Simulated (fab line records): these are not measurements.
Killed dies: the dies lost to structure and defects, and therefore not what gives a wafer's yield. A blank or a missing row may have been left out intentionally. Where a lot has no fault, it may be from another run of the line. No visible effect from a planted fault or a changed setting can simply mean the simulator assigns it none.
Struck lot and sound lot, side by side || flow rit-cmos || 17 steps out of a route of 202
Sound: wafers L136.3, L136.4, L136.6. Wafers L151.1, L151.5, L151.6 were the ones struck. The cause comes at the end.
At each step with rows: each side's tool, then ch and its chambers, then its first start. Under that, the readings that differ: sound wafers || struck wafers || difference of the means || sigmas: that difference in standard deviations of wafers without a fault.
alike: readings with means less than 2 such deviations apart, plus words and numbers identical on both sides. not compared: withheld readings, readings lacking a value on some wafer, bounds such as >300 that could conceal the same value, and numbers that have no deviation in the record and whose values overlap.
The two part at a step that has a row with sigmas, a row that says differs or no value, or rows on one side only. Numbers that don't overlap but have no deviation are shown without sigmas and don't part them. A reading that every wafer of one side lacks parts them only if that side has two wafers or more.

first, 1 step without rows for these wafers: RIT_PSD_IMPLANT_08.
RIT_PSD_STRIP_09: strips in O2, time 180 s.
  sound on plasma-asher-03 ch 0,1, day 3 08:26; struck on plasma-asher-04 ch 0,1, day 6 11:09
{"reading": "drypump-motor-current-A (A)", "sound": "6.7 6.4 6.7", "struck": "5.4 4.9 5.4", "difference": -1.4, "sigmas": -2}
  alike: o2-flow-sccm
  not compared: rf-hours-counter-h
RIT_PSD_TW_MEAS_10:
  sound on film-metro-02 at day 3 08:34; struck on film-metro-03 at day 6 11:19
{"reading": "PSD_TW", "sound": "3417 3436 3409", "struck": "3366 3359 3357", "difference": -60, "sigmas": -3}
then, 3 steps without rows for these wafers: RIT_SDANNEAL_CLEAN_00 (cleans in SC1, time 600 s); RIT_SDANNEAL_CLEAN_01 (cleans in dHF, time 30 s); RIT_SDANNEAL_CLEAN_02 (cleans in SC2, time 600 s).
RIT_SDANNEAL_RTA_03: time 5 s.
  sound on rtp-anneal-02 ch 0, day 3 08:59; struck on rtp-anneal-01 ch 0, day 6 11:45
  alike: ramp-up-c-per-s, wafer_temp_C_max
RIT_SDANNEAL_RS_MEAS_04: a four-point-probe measurement.
  sound on film-metro-03 at day 3 09:04; struck on film-metro-04 at day 6 11:49
  alike: PSD_RS
RIT_SDANNEAL_RS_MEAS_05: a four-point-probe measurement.
  sound on film-metro-03 at day 3 09:11; struck on film-metro-04 at day 6 11:56
  alike: NSD_RS
RIT_SDANNEAL_RS_MEAS_06: a four-point-probe measurement.
  sound on film-metro-03 at day 3 09:19; struck on film-metro-04 at day 6 12:03
  alike: PLDD_RS
RIT_SDANNEAL_RS_MEAS_07: a four-point-probe measurement.
  sound on film-metro-03 at day 3 09:26; struck on film-metro-04 at day 6 12:10
{"reading": "NLDD_RS (ohm/sq)", "sound": "151.0 150.6 150.7", "struck": "152.5 152.8 153.0", "difference": "+2.0", "sigmas": "+4"}
then, 1 step without rows for these wafers: RIT_SILICIDE_WET_ETCH_00 (etches SiO2 in BOE, target depth 14 nm, time 15 s).
RIT_SILICIDE_SPUTTER_01: material Ti, target thk 30 nm, time 229.5 s.
  sound on pvd-sputter-01 at day 3 09:31; struck on pvd-sputter-01 at day 6 12:18
{"reading": "model.Ti_of_SILICIDE_SPUTTER_01.thk-nm (nm)", "sound": "28.67 28.67 28.68", "struck": "41.62 41.67 41.53", "difference": "+12.93", "sigmas": ""}
  alike: throttle-valve-pct
RIT_SILICIDE_RS_MEAS_02: a four-point-probe measurement.
  sound on film-metro-02 at day 3 09:43; struck on film-metro-01 at day 6 12:27
{"reading": "SILICIDE_TI_RS (ohm/sq)", "sound": "50.5 50.5 50.5", "struck": "31.9 31.9 31.9", "difference": -18.6, "sigmas": -25}
RIT_SILICIDE_THK_MEAS_03: measures by xrf.
  sound on film-metro-02 at day 3 09:49; struck on film-metro-01 at day 6 12:34
{"reading": "SILICIDE_TI_THK (nm)", "sound": "28.5 28.4 28.3", "struck": "41.7 41.9 41.7", "difference": "+13.4", "sigmas": "+41"}
RIT_SILICIDE_RTA_04: time 10 s, ramp up 5 s, ramp down 5 s.
  sound on rtp-anneal-01 ch 0, day 3 09:53; struck on rtp-anneal-02 ch 0, day 6 12:38
  alike: wafer_temp_C_max
RIT_M1_PROBE_99:
  sound on prober-02 at day 3 16:23; struck on prober-01 at day 6 19:18
{"reading": "model.etest.nmos_0p15.r-on-ohm-um", "sound": "1133 1138 1115", "struck": "1204 1172 1231", "difference": "+74", "sigmas": ""}
{"reading": "model.etest.npoly-line.line-ohm-um", "sound": "177.6 174.3 172.7", "struck": "150 147.8 150", "difference": -26, "sigmas": ""}
{"reading": "model.etest.ppoly-line.line-ohm-um", "sound": "169 169.9 167.6", "struck": "146.2 139.8 145.9", "difference": -24.9, "sigmas": ""}
{"reading": "model.etest.contact-pplus.end-ohm-um", "sound": "40.85 42.8 41.71", "struck": "60.69 61.75 61.53", "difference": "+19.54", "sigmas": ""}
{"reading": "model.etest.contact-nplus.end-ohm-um", "sound": "40.21 40.67 39.43", "struck": "57.95 54.88 58.75", "difference": "+17.09", "sigmas": ""}
{"reading": "model.etest.ppoly-line.width-nm (nm)", "sound": "100.4 102 102.2", "struck": "93.17 95.44 93.66", "difference": -7.44, "sigmas": ""}
{"reading": "model.etest.npoly-line.width-nm (nm)", "sound": "99.73 101.1 101.6", "struck": "92.73 94.81 93.13", "difference": -7.25, "sigmas": ""}
{"reading": "model.etest.pmos_0p15.gate-log10-a-cm2", "sound": "-7.636 -8.055 -7.653", "struck": "-3.037 -3.013 -3.082", "difference": "+4.737", "sigmas": ""}
  alike: killed-at-front-end, killed-dies, killed-open, killed-short

## WHERE THEY PART
Earliest at RIT_PSD_STRIP_09; latest, in this record, at RIT_SILICIDE_THK_MEAS_03. Later steps at which nothing parts them and some readings are alike: RIT_SILICIDE_RTA_04, RIT_M1_PROBE_99.

WHY: what the simulator had put in
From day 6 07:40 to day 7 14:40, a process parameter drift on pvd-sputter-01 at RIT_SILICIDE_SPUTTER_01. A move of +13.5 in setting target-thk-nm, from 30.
